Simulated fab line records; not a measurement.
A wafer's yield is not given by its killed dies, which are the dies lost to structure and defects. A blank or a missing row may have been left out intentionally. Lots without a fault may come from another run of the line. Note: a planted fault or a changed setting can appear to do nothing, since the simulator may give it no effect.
fab line records || flow rit_cmos
[record] {"lots": 14, "wafers": 42, "last_day": 8}
route steps=202 shown PRETRO@72
lots with no fault: from the same line, run without faults
start_h: the number of hours between the record's first day and the start of the first shown wafer of the lot || wait_h: how many hours have passed since the lot's step before this one || " repeats the value in the row above || L1.1+2: a row that stands for several wafers || - value missing, or start not given || * or withheld: withheld || < > ~ a bound
route shown NAME@n: a module of which the file shows steps, and the number in the route of the first || usual: mean and standard deviation over wafers with no fault || same: alike in all rows || chamber/n: place in a boat || sites: the reading at each site || _std_site: how widely they spread, as a standard deviation || _edge_site: mean of outer sites minus mean of inner sites || radius_mm: how far each site lies from the wafer's centre || mask NAME#n: copy n || behind: the tool/chamber that last shaped the wafer || hold: what put the lot on hold/how long, in hours/how the hold closed || device: the n, p or np transistor that did not switch || end of line: at the end of the route, the tests of the same wafers || for a step that has no rows: nothing shown but its recipe || killed: the dies lost at the first sort to structure and to defects; this is not the yield of the wafer || map: a wafer's dies, marking killed ones x, the rest . and places with no die _
set.NAME: the setting that was run; set.NAME@STEP: the one run at that earlier step || model.NAME: the simulator's own value behind a step, which no gauge read
the route's steps for a sample of lots (tables are steps, rows are wafers)
services: the hour from which a tool's chamber was out of use, counted from the record's first day as start_h (under 0 if before that day), plus the number of hours and why
[[steps]]
[step RIT_PRETRO_IMPLANT_08]
[recipe] {"species": "B", "energy_kev": 45, "dose_cm2": 1.2e+13, "tilt_deg": 7}
[usual] {"dose_ions_cm2": "1.2e+13/1.4e+10", "end_station_pressure_torr": "5.01e-06/2.7e-07", "faraday_current_uA": "38.1/0.69"}
{"lot.wafer": "L482.1", "tool": "implanter-01", "chamber": 0, "start_h": 38.46, "wait_h": 0.2, "dose_ions_cm2": 1.2029e+13, "end_station_pressure_torr": 4.93e-06, "faraday_current_uA": 38.7}
{"lot.wafer": "L482.2", "tool": "implanter-01", "chamber": 0, "start_h": 38.46, "wait_h": 0.2, "dose_ions_cm2": 1.2011e+13, "end_station_pressure_torr": 5.05e-06, "faraday_current_uA": 38.0}
{"lot.wafer": "L482.4", "tool": "implanter-01", "chamber": 0, "start_h": 38.46, "wait_h": 0.2, "dose_ions_cm2": 1.2015e+13, "end_station_pressure_torr": 4.91e-06, "faraday_current_uA": 38.2}
{"lot.wafer": "L483.2", "tool": "implanter-01", "chamber": 0, "start_h": 43.83, "wait_h": 0.2, "dose_ions_cm2": 1.2024e+13, "end_station_pressure_torr": 5.62e-06, "faraday_current_uA": 38.6}
{"lot.wafer": "L483.3", "tool": "implanter-01", "chamber": 0, "start_h": 43.83, "wait_h": 0.2, "dose_ions_cm2": 1.2005e+13, "end_station_pressure_torr": 4.89e-06, "faraday_current_uA": 37.6}
{"lot.wafer": "L483.4", "tool": "implanter-01", "chamber": 0, "start_h": 43.83, "wait_h": 0.2, "dose_ions_cm2": 1.2021e+13, "end_station_pressure_torr": 4.67e-06, "faraday_current_uA": 37.3}
{"lot.wafer": "L484.4", "tool": "implanter-03", "chamber": 0, "start_h": 48.84, "wait_h": 0.2, "dose_ions_cm2": 1.1998e+13, "end_station_pressure_torr": 5.34e-06, "faraday_current_uA": 38.2}
{"lot.wafer": "L484.5", "tool": "implanter-03", "chamber": 0, "start_h": 48.84, "wait_h": 0.2, "dose_ions_cm2": 1.2008e+13, "end_station_pressure_torr": 5.38e-06, "faraday_current_uA": 37.8}
{"lot.wafer": "L484.6", "tool": "implanter-03", "chamber": 0, "start_h": 48.84, "wait_h": 0.2, "dose_ions_cm2": 1.2008e+13, "end_station_pressure_torr": 4.84e-06, "faraday_current_uA": 37.2}
{"lot.wafer": "L485.1", "tool": "implanter-02", "chamber": 0, "start_h": 51.97, "wait_h": 0.2, "dose_ions_cm2": 1.1996e+13, "end_station_pressure_torr": 4.78e-06, "faraday_current_uA": 37.8}
{"lot.wafer": "L485.3", "tool": "implanter-02", "chamber": 0, "start_h": 51.97, "wait_h": 0.2, "dose_ions_cm2": 1.2003e+13, "end_station_pressure_torr": 4.78e-06, "faraday_current_uA": 38.1}
{"lot.wafer": "L485.6", "tool": "implanter-02", "chamber": 0, "start_h": 51.97, "wait_h": 0.2, "dose_ions_cm2": 1.1992e+13, "end_station_pressure_torr": 5.29e-06, "faraday_current_uA": 37.7}
{"lot.wafer": "L486.3", "tool": "implanter-03", "chamber": 0, "start_h": 59.65, "wait_h": 0.2, "dose_ions_cm2": 1.2028e+13, "end_station_pressure_torr": 5.14e-06, "faraday_current_uA": 38.6}
{"lot.wafer": "L486.4", "tool": "implanter-03", "chamber": 0, "start_h": 59.65, "wait_h": 0.2, "dose_ions_cm2": 1.2016e+13, "end_station_pressure_torr": 5.19e-06, "faraday_current_uA": 37.8}
{"lot.wafer": "L486.5", "tool": "implanter-03", "chamber": 0, "start_h": 59.65, "wait_h": 0.2, "dose_ions_cm2": 1.2024e+13, "end_station_pressure_torr": 4.91e-06, "faraday_current_uA": 38.4}
{"lot.wafer": "L487.3", "tool": "implanter-03", "chamber": 0, "start_h": 63.56, "wait_h": 0.2, "dose_ions_cm2": 1.1989e+13, "end_station_pressure_torr": 5.04e-06, "faraday_current_uA": 37.9}
{"lot.wafer": "L487.4", "tool": "implanter-03", "chamber": 0, "start_h": 63.56, "wait_h": 0.2, "dose_ions_cm2": 1.2012e+13, "end_station_pressure_torr": 5.13e-06, "faraday_current_uA": 38.1}
{"lot.wafer": "L487.6", "tool": "implanter-03", "chamber": 0, "start_h": 63.56, "wait_h": 0.2, "dose_ions_cm2": 1.1995e+13, "end_station_pressure_torr": 5.09e-06, "faraday_current_uA": 37.3}
{"lot.wafer": "L489.1", "tool": "implanter-01", "chamber": 0, "start_h": 77.12, "wait_h": 0.2, "dose_ions_cm2": 1.199e+13, "end_station_pressure_torr": 5.24e-06, "faraday_current_uA": 37.6}
{"lot.wafer": "L489.5", "tool": "implanter-01", "chamber": 0, "start_h": 77.12, "wait_h": 0.2, "dose_ions_cm2": 1.198e+13, "end_station_pressure_torr": 4.71e-06, "faraday_current_uA": 37.8}
{"lot.wafer": "L489.6", "tool": "implanter-01", "chamber": 0, "start_h": 77.12, "wait_h": 0.2, "dose_ions_cm2": 1.1987e+13, "end_station_pressure_torr": 5.18e-06, "faraday_current_uA": 38.8}
{"lot.wafer": "L492.1", "tool": "implanter-03", "chamber": 0, "start_h": 92.83, "wait_h": 0.2, "dose_ions_cm2": 1.1998e+13, "end_station_pressure_torr": 5.06e-06, "faraday_current_uA": 38.9}
{"lot.wafer": "L492.5", "tool": "implanter-03", "chamber": 0, "start_h": 92.83, "wait_h": 0.2, "dose_ions_cm2": 1.1999e+13, "end_station_pressure_torr": 4.77e-06, "faraday_current_uA": 38.0}
{"lot.wafer": "L492.6", "tool": "implanter-03", "chamber": 0, "start_h": 92.83, "wait_h": 0.2, "dose_ions_cm2": 1.201e+13, "end_station_pressure_torr": 4.81e-06, "faraday_current_uA": 38.1}
{"lot.wafer": "L493.1", "tool": "implanter-02", "chamber": 0, "start_h": 99.32, "wait_h": 0.2, "dose_ions_cm2": 1.2013e+13, "end_station_pressure_torr": 5.14e-06, "faraday_current_uA": 38.7}
{"lot.wafer": "L493.3", "tool": "implanter-02", "chamber": 0, "start_h": 99.32, "wait_h": 0.2, "dose_ions_cm2": 1.2008e+13, "end_station_pressure_torr": 4.97e-06, "faraday_current_uA": 38.6}
{"lot.wafer": "L493.6", "tool": "implanter-02", "chamber": 0, "start_h": 99.32, "wait_h": 0.2, "dose_ions_cm2": 1.2012e+13, "end_station_pressure_torr": 4.99e-06, "faraday_current_uA": 37.9}
{"lot.wafer": "L496.1", "tool": "implanter-03", "chamber": 0, "start_h": 118.41, "wait_h": 0.2, "dose_ions_cm2": 9.364e+12, "end_station_pressure_torr": 4.79e-06, "faraday_current_uA": 28.6}
{"lot.wafer": "L496.3", "tool": "implanter-03", "chamber": 0, "start_h": 118.41, "wait_h": 0.2, "dose_ions_cm2": 9.35e+12, "end_station_pressure_torr": 4.97e-06, "faraday_current_uA": 29.8}
{"lot.wafer": "L496.5", "tool": "implanter-03", "chamber": 0, "start_h": 118.41, "wait_h": 0.2, "dose_ions_cm2": 9.36e+12, "end_station_pressure_torr": 4.91e-06, "faraday_current_uA": 29.8}
{"lot.wafer": "L498.1", "tool": "implanter-03", "chamber": 0, "start_h": 125.72, "wait_h": 0.2, "dose_ions_cm2": 9.364e+12, "end_station_pressure_torr": 4.91e-06, "faraday_current_uA": 29.7}
{"lot.wafer": "L498.3", "tool": "implanter-03", "chamber": 0, "start_h": 125.72, "wait_h": 0.2, "dose_ions_cm2": 9.38e+12, "end_station_pressure_torr": 5.3e-06, "faraday_current_uA": 29.1}
{"lot.wafer": "L498.5", "tool": "implanter-03", "chamber": 0, "start_h": 125.72, "wait_h": 0.2, "dose_ions_cm2": 9.38e+12, "end_station_pressure_torr": 5.12e-06, "faraday_current_uA": 30.5}
{"lot.wafer": "L502.2", "tool": "implanter-02", "chamber": 0, "start_h": 141.02, "wait_h": 0.2, "dose_ions_cm2": 1.2001e+13, "end_station_pressure_torr": 4.78e-06, "faraday_current_uA": 38.3}
{"lot.wafer": "L502.4", "tool": "implanter-02", "chamber": 0, "start_h": 141.02, "wait_h": 0.2, "dose_ions_cm2": 1.1978e+13, "end_station_pressure_torr": 4.8e-06, "faraday_current_uA": 37.3}
{"lot.wafer": "L502.6", "tool": "implanter-02", "chamber": 0, "start_h": 141.02, "wait_h": 0.2, "dose_ions_cm2": 1.1984e+13, "end_station_pressure_torr": 4.76e-06, "faraday_current_uA": 37.7}
{"lot.wafer": "L504.1", "tool": "implanter-02", "chamber": 0, "start_h": 150.03, "wait_h": 0.2, "dose_ions_cm2": 1.1987e+13, "end_station_pressure_torr": 4.92e-06, "faraday_current_uA": 38.4}
{"lot.wafer": "L504.4", "tool": "implanter-02", "chamber": 0, "start_h": 150.03, "wait_h": 0.2, "dose_ions_cm2": 1.1985e+13, "end_station_pressure_torr": 5.53e-06, "faraday_current_uA": 38.8}
{"lot.wafer": "L504.6", "tool": "implanter-02", "chamber": 0, "start_h": 150.03, "wait_h": 0.2, "dose_ions_cm2": 1.2017e+13, "end_station_pressure_torr": 4.82e-06, "faraday_current_uA": 38.6}
{"lot.wafer": "L503.4", "tool": "implanter-02", "chamber": 0, "start_h": 151.52, "wait_h": 0.2, "dose_ions_cm2": 1.1995e+13, "end_station_pressure_torr": 5.41e-06, "faraday_current_uA": 37.3}
{"lot.wafer": "L503.5", "tool": "implanter-02", "chamber": 0, "start_h": 151.52, "wait_h": 0.2, "dose_ions_cm2": 1.1986e+13, "end_station_pressure_torr": 5.31e-06, "faraday_current_uA": 38.2}
{"lot.wafer": "L503.6", "tool": "implanter-02", "chamber": 0, "start_h": 151.52, "wait_h": 0.2, "dose_ions_cm2": 1.1996e+13, "end_station_pressure_torr": 5.01e-06, "faraday_current_uA": 39.2}
[step RIT_PRETRO_TW_MEAS_10]
[usual] {"PRETRO_TW": "477/4.6"}
{"lot.wafer": "L482.1", "tool": "film_metro-03", "chamber": "-", "start_h": 38.79, "wait_h": 0.1, "PRETRO_TW": 480}
{"lot.wafer": "L482.2", "tool": "film_metro-03", "chamber": "-", "start_h": 38.79, "wait_h": 0.1, "PRETRO_TW": 480}
{"lot.wafer": "L482.4", "tool": "film_metro-03", "chamber": "-", "start_h": 38.79, "wait_h": 0.1, "PRETRO_TW": 481}
{"lot.wafer": "L483.2", "tool": "film_metro-02", "chamber": "-", "start_h": 44.14, "wait_h": 0.1, "PRETRO_TW": 476}
{"lot.wafer": "L483.3", "tool": "film_metro-02", "chamber": "-", "start_h": 44.14, "wait_h": 0.1, "PRETRO_TW": 476}
{"lot.wafer": "L483.4", "tool": "film_metro-02", "chamber": "-", "start_h": 44.14, "wait_h": 0.1, "PRETRO_TW": 473}
{"lot.wafer": "L484.4", "tool": "film_metro-04", "chamber": "-", "start_h": 49.12, "wait_h": 0.1, "PRETRO_TW": 471}
{"lot.wafer": "L484.5", "tool": "film_metro-04", "chamber": "-", "start_h": 49.12, "wait_h": 0.1, "PRETRO_TW": 472}
{"lot.wafer": "L484.6", "tool": "film_metro-04", "chamber": "-", "start_h": 49.12, "wait_h": 0.1, "PRETRO_TW": 469}
{"lot.wafer": "L485.1", "tool": "film_metro-03", "chamber": "-", "start_h": 52.29, "wait_h": 0.1, "PRETRO_TW": 481}
{"lot.wafer": "L485.3", "tool": "film_metro-03", "chamber": "-", "start_h": 52.29, "wait_h": 0.1, "PRETRO_TW": 482}
{"lot.wafer": "L485.6", "tool": "film_metro-03", "chamber": "-", "start_h": 52.29, "wait_h": 0.1, "PRETRO_TW": 484}
{"lot.wafer": "L486.3", "tool": "film_metro-03", "chamber": "-", "start_h": 59.94, "wait_h": 0.1, "PRETRO_TW": 483}
{"lot.wafer": "L486.4", "tool": "film_metro-03", "chamber": "-", "start_h": 59.94, "wait_h": 0.1, "PRETRO_TW": 481}
{"lot.wafer": "L486.5", "tool": "film_metro-03", "chamber": "-", "start_h": 59.94, "wait_h": 0.1, "PRETRO_TW": 482}
{"lot.wafer": "L487.3", "tool": "film_metro-03", "chamber": "-", "start_h": 63.85, "wait_h": 0.1, "PRETRO_TW": 480}
{"lot.wafer": "L487.4", "tool": "film_metro-03", "chamber": "-", "start_h": 63.85, "wait_h": 0.1, "PRETRO_TW": 484}
{"lot.wafer": "L487.6", "tool": "film_metro-03", "chamber": "-", "start_h": 63.85, "wait_h": 0.1, "PRETRO_TW": 480}
{"lot.wafer": "L489.1", "tool": "film_metro-04", "chamber": "-", "start_h": 77.45, "wait_h": 0.1, "PRETRO_TW": 473}
{"lot.wafer": "L489.5", "tool": "film_metro-04", "chamber": "-", "start_h": 77.45, "wait_h": 0.1, "PRETRO_TW": 471}
{"lot.wafer": "L489.6", "tool": "film_metro-04", "chamber": "-", "start_h": 77.45, "wait_h": 0.1, "PRETRO_TW": 472}
{"lot.wafer": "L492.1", "tool": "film_metro-04", "chamber": "-", "start_h": 93.15, "wait_h": 0.1, "PRETRO_TW": 473}
{"lot.wafer": "L492.5", "tool": "film_metro-04", "chamber": "-", "start_h": 93.15, "wait_h": 0.1, "PRETRO_TW": 474}
{"lot.wafer": "L492.6", "tool": "film_metro-04", "chamber": "-", "start_h": 93.15, "wait_h": 0.1, "PRETRO_TW": 474}
{"lot.wafer": "L493.1", "tool": "film_metro-02", "chamber": "-", "start_h": 99.64, "wait_h": 0.1, "PRETRO_TW": 474}
{"lot.wafer": "L493.3", "tool": "film_metro-02", "chamber": "-", "start_h": 99.64, "wait_h": 0.1, "PRETRO_TW": 474}
{"lot.wafer": "L493.6", "tool": "film_metro-02", "chamber": "-", "start_h": 99.64, "wait_h": 0.1, "PRETRO_TW": 474}
{"lot.wafer": "L496.1", "tool": "film_metro-03", "chamber": "-", "start_h": 118.74, "wait_h": 0.1, "PRETRO_TW": 447}
{"lot.wafer": "L496.3", "tool": "film_metro-03", "chamber": "-", "start_h": 118.74, "wait_h": 0.1, "PRETRO_TW": 446}
{"lot.wafer": "L496.5", "tool": "film_metro-03", "chamber": "-", "start_h": 118.74, "wait_h": 0.1, "PRETRO_TW": 445}
{"lot.wafer": "L498.1", "tool": "film_metro-02", "chamber": "-", "start_h": 126.04, "wait_h": 0.1, "PRETRO_TW": 443}
{"lot.wafer": "L498.3", "tool": "film_metro-02", "chamber": "-", "start_h": 126.04, "wait_h": 0.1, "PRETRO_TW": 439}
{"lot.wafer": "L498.5", "tool": "film_metro-02", "chamber": "-", "start_h": 126.04, "wait_h": 0.1, "PRETRO_TW": 442}
{"lot.wafer": "L502.2", "tool": "film_metro-03", "chamber": "-", "start_h": 141.33, "wait_h": 0.1, "PRETRO_TW": 477}
{"lot.wafer": "L502.4", "tool": "film_metro-03", "chamber": "-", "start_h": 141.33, "wait_h": 0.1, "PRETRO_TW": 479}
{"lot.wafer": "L502.6", "tool": "film_metro-03", "chamber": "-", "start_h": 141.33, "wait_h": 0.1, "PRETRO_TW": 477}
{"lot.wafer": "L504.1", "tool": "film_metro-03", "chamber": "-", "start_h": 150.35, "wait_h": 0.1, "PRETRO_TW": 480}
{"lot.wafer": "L504.4", "tool": "film_metro-03", "chamber": "-", "start_h": 150.35, "wait_h": 0.1, "PRETRO_TW": 481}
{"lot.wafer": "L504.6", "tool": "film_metro-03", "chamber": "-", "start_h": 150.35, "wait_h": 0.1, "PRETRO_TW": 481}
{"lot.wafer": "L503.4", "tool": "film_metro-03", "chamber": "-", "start_h": 151.80, "wait_h": 0.1, "PRETRO_TW": 481}
{"lot.wafer": "L503.5", "tool": "film_metro-03", "chamber": "-", "start_h": 151.80, "wait_h": 0.1, "PRETRO_TW": 478}
{"lot.wafer": "L503.6", "tool": "film_metro-03", "chamber": "-", "start_h": 151.80, "wait_h": 0.1, "PRETRO_TW": 481}
[[services]]
{"tool": "implanter-02", "chamber": "-", "start_h": 23.24, "hours": 5.7, "kind": "repair"}
{"tool": "implanter-03", "chamber": "-", "start_h": 24.10, "hours": 7.5, "kind": "repair"}
{"tool": "implanter-03", "chamber": "-", "start_h": 45.38, "hours": 2.2, "kind": "pm"}
{"tool": "implanter-02", "chamber": "-", "start_h": 79.35, "hours": 15.3, "kind": "pm"}
{"tool": "implanter-01", "chamber": "-", "start_h": 114.23, "hours": 5.9, "kind": "pm"}
{"tool": "implanter-03", "chamber": "-", "start_h": 147.97, "hours": 4.3, "kind": "pm"}
[[key]]
[first_sign] {"step": "RIT_PRETRO_IMPLANT_08", "reading": "dose_ions_cm2", "direction": "down", "sigmas": "99+", "usual": 1.2e+13, "struck": 9.367e+12}
[effect] {"step": "RIT_PRETRO_IMPLANT_08", "reading": "faraday_current_uA", "direction": "down", "sigmas": 12, "usual": 38.1, "struck": 29.6}
[effect] {"step": "RIT_PRETRO_TW_MEAS_10", "reading": "PRETRO_TW", "direction": "down", "sigmas": 7.2, "usual": 477, "struck": 443}
met_at RIT_PRETRO_IMPLANT_08
struck_lots L496,L498
tester_left_out L496,L498
onset_between 92.83 118.41
[fault] {"kind": "process_parameter_drift", "tool": "implanter-03", "chamber": "-", "onset_h": 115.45, "steps": "RIT_PRETRO_IMPLANT_08", "channel": "dose_cm2", "offset": -2.64e+12, "shape": "step", "end_h": 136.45, "acts_in": "these_recipes_only", "stated": 1.2e+13}
// tester_left_out: of these lots the tester's yield and bins aren't shown, on N5 and GAA mostly nor the transistor test; their killed dies are dies lost to structure and defects alone, not to doping, threshold or leakage, so they don't give the yield
